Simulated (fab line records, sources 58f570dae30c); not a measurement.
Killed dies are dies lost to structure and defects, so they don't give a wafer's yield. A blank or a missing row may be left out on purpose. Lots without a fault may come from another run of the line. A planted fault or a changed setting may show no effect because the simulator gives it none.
A struck lot beside a sound one | flow berkeley_cmos170 | 17 steps out of a route of 331
Sound: wafers L304.1, L304.2, L304.4. Struck: wafers L317.1, L317.3, L317.4. The cause comes at the end.
At each step with rows: each side's tool, then ch and its chambers, then its first start. Under that, the readings that differ: sound wafers | struck wafers | difference of the means | sigmas: that difference in standard deviations of wafers without a fault.
alike: readings whose means differ by less than 2 such deviations, and words and numbers that are the same on both sides. not compared: withheld readings, readings that some wafer has no value for, bounds like >300 that may hide the same value, and numbers for which the record gives no deviation and whose values overlap.
The two part at a step that has a row with sigmas, a row that says differs or no value, or rows on one side only. Numbers that don't overlap but have no deviation are shown without sigmas and don't part them. A reading that every wafer of one side lacks parts them only if that side has two wafers or more.

first, 5 steps without rows for these wafers: UCB170_NLDD_COAT_01 (resist thk 900 nm); UCB170_NLDD_SOFTBAKE_02 (time 60 s); UCB170_NLDD_EXPOSE_03 (exposes mask NSELECT, target cd 1200 nm); UCB170_NLDD_PEB_04; UCB170_NLDD_DEVELOP_05 (develop time 45 s).
UCB170_NLDD_CD_MEAS_06: target cd 1200 nm.
  sound on cd_sem-02, day 7 02:26; struck on cd_sem-01, day 9 17:15
  reading    | sound                | struck               | difference | sigmas
  cd_nm (nm) | 1201.5 1200.9 1199.2 | 1197.3 1198.4 1197.2 | -2.9       | -2
UCB170_NLDD_OVL_MEAS_07:
  sound on overlay-02, day 7 02:33; struck on overlay-01, day 9 17:22
  reading       | sound    | struck  | difference | sigmas
  NLDD_OVL (nm) | 21 18 12 | -2 6 -2 | -16        | -3
then, 2 steps without rows for these wafers: UCB170_NLDD_IMPLANT_08; UCB170_NLDD_IMPLANT_09.
UCB170_NLDD_STRIP_10: strips in O2.
  sound on plasma_asher-01 ch 0,1, day 7 02:53; struck on plasma_asher-02 ch 0,1, day 9 17:42
  alike: chamber_pressure_mTorr, drypump_motor_current_A, oes_product_au, strip_time_to_endpoint_s
  not compared: rf_hours_counter_h
UCB170_NLDD_TW_MEAS_11:
  sound on film_metro-03, day 7 02:59; struck on film_metro-02, day 9 17:48
  alike: NLDD_TW
then, 1 step without rows for these wafers: UCB170_NLDD_CLEAN_12 (cleans in SPM, time 600 s).
UCB170_SPACER_CVD_00: deposits SiO2 from TEOS/O2, target thk 376 nm, time 47 s.
  sound on pecvd-01 ch 0,1,2, day 7 03:24; struck on pecvd-01 ch 1,2, day 9 18:37
  reading                                 | sound             | struck          | difference | sigmas
  model.SiO2_of_SPACER_CVD_00.thk_nm (nm) | 375.1 377.1 380.2 | 416.2 413.4 427 | +41.4      |
  alike: heater_power_w
UCB170_SPACER_THK_MEAS_01:
  sound on film_metro-03, day 7 03:26; struck on film_metro-03, day 9 18:39
  reading              | sound       | struck      | difference | sigmas
  SPACER_TEOS_THK (nm) | 375 377 380 | 416 413 427 | +41        | +9
then, 1 step without rows for these wafers: UCB170_SPACER_ANNEAL_02 (time 1800 s).
UCB170_SPACER_ETCHBACK_03: etches SiO2 in CHF3/CF4/Ar, stops on Si, target depth 376 nm, time 100 s.
  sound on rie_diel-02 ch 0,1,3, day 7 08:15; struck on rie_diel-01 ch 0,3, day 9 23:43
  reading                  | sound             | struck            | difference | sigmas
  oes_product_au (a.u.)    | 0.919 0.907 0.905 | 0.941 0.985 0.948 | +0.048     | +3
  model.etch.depth_nm (nm) | 375.1 377.1 380.2 | 416.2 413.4 422.5 | +39.9      |
  alike: CHF3_flow_sccm, chamber_pressure_mTorr, drypump_motor_current_A, throttle_valve_pct
  not compared: rf_hours_counter_h
then, 1 step without rows for these wafers: UCB170_PSD_HMDS_00 (prime time 60 s).

WHERE THEY PART
First at UCB170_NLDD_CD_MEAS_06; last, within this record, at UCB170_SPACER_ETCHBACK_03.

WHY: what the simulator had put in
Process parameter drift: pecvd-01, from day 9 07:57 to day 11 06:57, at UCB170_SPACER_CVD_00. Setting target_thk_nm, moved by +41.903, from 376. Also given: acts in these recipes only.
